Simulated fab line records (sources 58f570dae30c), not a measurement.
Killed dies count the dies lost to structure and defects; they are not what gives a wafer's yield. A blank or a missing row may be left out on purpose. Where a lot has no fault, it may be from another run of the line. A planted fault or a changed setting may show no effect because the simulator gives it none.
One fault through the eyes of 2 desks | flow berkeleyCmos170 | each desk holds nothing but its own numbers, with what lay behind them at the end

METROLOGY DESK
Lot by lot, what the gauges showed, no matter which tool ran the lot: averages of those sampled wafers that carry a number. If a lot's mean is further than 4 standard deviations from the usual mean, the lot is out of limits and carries the mark OUT (the distance appears in the brackets).
Columns: A = PLDD_TW at UCB170_PLDD_TW_MEAS_11, usual 1010; B = CONTACT_OVL at UCB170_CONTACT_OVL_MEAS_16, usual 2 nm
lot  | first seen here | A    | B
L448 | day 7 21:48     | 1007 | 1
L449 | day 7 22:05     | 1024 | 6
L447 | day 7 22:14     | 1004 | -1
L450 | day 7 22:21     | 1004 | 6
L451 | day 8 16:04     | 996  | 3
L452 | day 8 16:22     | 1026 | 3
L453 | day 9 02:19     | 1004 | 7
L455 | day 9 09:20     | 1005 | -6
L454 | day 9 10:12     | 1010 | 1
L463 | day 11 09:33    | 1031 | -2
L465 | day 11 18:34    | 1000 | 5
L467 | day 12 06:40    | 1028 | 3
L466 | day 12 06:53    | 1008 | -5
L469 | day 12 15:20    | 1000 | 1
Finding of this desk: none of the 14 lots has anything out of limits.

TOOL OWNER'S DESK, rieDiel-02
The tool's own readings at UCB170_M1_ETCH_11 (etches BARC in N2/H2): means of the sampled wafers that have a number, for each lot that ran on this tool. If a lot's mean is further than 4 standard deviations from the usual mean, the lot is out of limits and carries the mark OUT (the distance appears in the brackets).
Columns: A = drypumpMotorCurrentA at UCB170_M1_ETCH_11, usual 6.1 A; B = oesProductAu at UCB170_M1_ETCH_11, usual 1.005 a.u.; C = throttleValvePct at UCB170_M1_ETCH_11, usual 13.28 %
lot  | first seen here | A   | B                | C
L449 | day 8 20:40     | 6.2 | 1.009            | 13.34
L447 | day 8 22:56     | 6.2 | 1.018            | 13.40
L451 | day 9 18:48     | 6.4 | 1.008            | 13.21
L455 | day 10 10:16    | 6.3 | 1.023            | 13.33
L463 | day 12 09:14    | 6.1 | 1.248 (+15) OUT  | 13.42
L465 | day 12 14:22    | 6.3 | 1.090 (+5.3) OUT | 13.31
This desk's verdict: out of limits on L463, L465, starting with L463 at day 12 09:14 (oesProductAu at UCB170_M1_ETCH_11). In limits: L449, L447, L451, L455.

ALL TOGETHER
On L463, L465, at day 12 09:14, an alarm was possible from the tool owner's desk.
From the metrology desk's view, nothing was out of limits.
The metrology desk has L463, L465 on record, within its limits.
All the named lots went through UCB170_M1_ETCH_11 on rieDiel-02.

WHAT WAS PUT IN BY THE SIMULATOR
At UCB170_M1_ETCH_11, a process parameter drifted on rieDiel-02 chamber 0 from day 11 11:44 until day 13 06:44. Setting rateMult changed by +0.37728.
Shown lots that were struck: L463, L465.
Each desk's first reading out of limits, in hours after the fault started: the tool owner's desk, 21.
